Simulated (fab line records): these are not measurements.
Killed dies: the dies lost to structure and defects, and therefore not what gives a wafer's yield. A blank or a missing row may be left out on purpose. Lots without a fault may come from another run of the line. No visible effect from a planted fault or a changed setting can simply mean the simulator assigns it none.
Which tool was responsible?    flow berkeley cmos170    13 lots with 39 wafers sampled at 3 steps, on a route of 331 steps

== WHAT EACH GAUGE READ, for each wafer ==
UCB170_V1_BOW_MEAS_03.
lot   measured      on             V1_BOW (um)
L877  day 8 08:56   film metro-02  28 19 20
L878  day 8 20:25   film metro-02  21 22 14
L879  day 8 17:35   film metro-04  18 28 24
L880  day 9 07:57   film metro-02  9 19 17
L886  day 10 19:05  film metro-03  21 13 18
L889  day 11 13:26  film metro-04  24 21 16
L890  day 11 19:41  film metro-02  12 16 13
L893  day 12 18:49  film metro-04  16 9 22
L894  day 12 15:28  film metro-03  7 14 11
L895  day 12 17:28  film metro-03  20 26 14
L897  day 12 20:07  film metro-03  23 16 20
L899  day 14 11:53  film metro-04  21 3 28
L900  day 14 22:56  film metro-03  14 19 15

== EACH LOT AND THE TOOL THAT RAN IT (in order: tool; ch and the chambers of the sampled wafers; start) ==
lot   UCB170_ZERO_STRIP_07                 UCB170_PWELL_WET_ETCH_20
L877  plasma asher-02 ch 0,1, day 1 20:22  wet bench-04 ch 3, day 3 15:56
L878  plasma asher-02 ch 1, day 2 03:20    wet bench-01 ch 0, day 4 02:22
L879  plasma asher-04 ch 0,1, day 2 09:08  wet bench-04 ch 2, day 4 00:32
L880  plasma asher-03 ch 0, day 2 15:40    wet bench-04 ch 0, day 4 11:31
L886  plasma asher-03 ch 0,1, day 3 20:11  wet bench-04 ch 3, day 5 15:05
L889  plasma asher-03 ch 0,1, day 4 06:24  wet bench-01 ch 2, day 5 23:59
L890  plasma asher-03 ch 0,1, day 4 17:42  wet bench-02 ch 0, day 6 08:35
L893  plasma asher-02 ch 0,1, day 5 07:30  wet bench-02 ch 2, day 6 20:47
L894  plasma asher-03 ch 0,1, day 5 07:44  wet bench-02 ch 0, day 6 20:47
L895  plasma asher-04 ch 0,1, day 5 18:49  wet bench-02 ch 0, day 7 05:55
L897  plasma asher-04 ch 0,1, day 5 23:34  wet bench-02 ch 0, day 7 12:40
L899  plasma asher-03 ch 0,1, day 6 08:50  wet bench-01 ch 1, day 8 01:31
L900  plasma asher-04 ch 0,1, day 6 21:07  wet bench-01 ch 2, day 8 12:54
- UCB170_ZERO_STRIP_07: strips in O2.
- UCB170_PWELL_WET_ETCH_20: etches SiO2 in BOE, time 22 s.

== AS READ BY THE TOOLS THEMSELVES (means over the sampled wafers that have a number; for cases with no such wafer, the mark the record gives instead) ==
UCB170_ZERO_STRIP_07.
lot   tool             drypump motor current A (A)  oes product au (a.u.)  strip time to endpoint s (s)
L877  plasma asher-02  5.5                          0.724                  21.42
L878  plasma asher-02  6.1                          0.735                  21.44
L879  plasma asher-04  5.7                          0.724                  21.50
L880  plasma asher-03  6.5                          0.728                  21.44
L886  plasma asher-03  5.9                          0.725                  21.48
L889  plasma asher-03  6.2                          0.726                  21.33
L890  plasma asher-03  6.2                          0.731                  21.39
L893  plasma asher-02  5.8                          0.729                  21.41
L894  plasma asher-03  5.9                          0.729                  21.46
L895  plasma asher-04  5.4                          0.727                  21.39
L897  plasma asher-04  5.3                          0.726                  21.46
L899  plasma asher-03  5.9                          0.731                  21.38
L900  plasma asher-04  5.7                          0.731                  21.46

UCB170_PWELL_WET_ETCH_20.
lot   tool          run length s (s)
L877  wet bench-04  48.9
L878  wet bench-01  50.1
L879  wet bench-04  49.1
L880  wet bench-04  48.6
L886  wet bench-04  33.1
L889  wet bench-01  49.1
L890  wet bench-02  50.0
L893  wet bench-02  49.5
L894  wet bench-02  49.3
L895  wet bench-02  49.1
L897  wet bench-02  48.9
L899  wet bench-01  48.9
L900  wet bench-01  49.2

== THE ANSWER, worked out from the rows above alone ==
Rule: the usual values come from the lots themselves. The widest of any qualifying gaps counts: lots, ordered by their means at a reading, are off when they make up no more than a third of the lots, leave a main group of 4 or more, and stand apart from it by 3 or more times the standard deviation of that group's means. If all means in a main group match to the digits the tables above print for the reading, that group is not used. A lot without any number at a reading at which 4 lots or more have one is off too. The other lots that the step has rows for count as sound. Order of review: gauges by route order, followed by the tools' own readings, for which a lot's mean as printed above is used. At the first step where some lot is off, the reading lying furthest off is the one used; lots without a number count as furthest.
Off at UCB170_PWELL_WET_ETCH_20 (run length s): L886. Main group: mean 49.2 s, sd 0.43.
If a tool, at that step or one of the process steps before it, ran each lot that is off and ran no sound lot following the first of them, it fits. One fits: wet bench-04 at UCB170_PWELL_WET_ETCH_20. A fault onset in the window from L880 (day 4 11:31, its last sound lot) to L886 (day 5 15:05, its first lot off) fits.
On the lots that are off, the tool's own readings at UCB170_PWELL_WET_ETCH_20 differ by more than 5 times the standard deviation of the sound lots' means, which bears it out; run length s reads 33.1 s there versus 49.2 s on the sound lots.

== WHAT WAS PUT IN BY THE SIMULATOR ==
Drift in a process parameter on wet bench-04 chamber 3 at UCB170_PWELL_WET_ETCH_20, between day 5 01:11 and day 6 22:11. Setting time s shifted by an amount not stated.
Struck lots among those shown: L886. The rule above found the same.
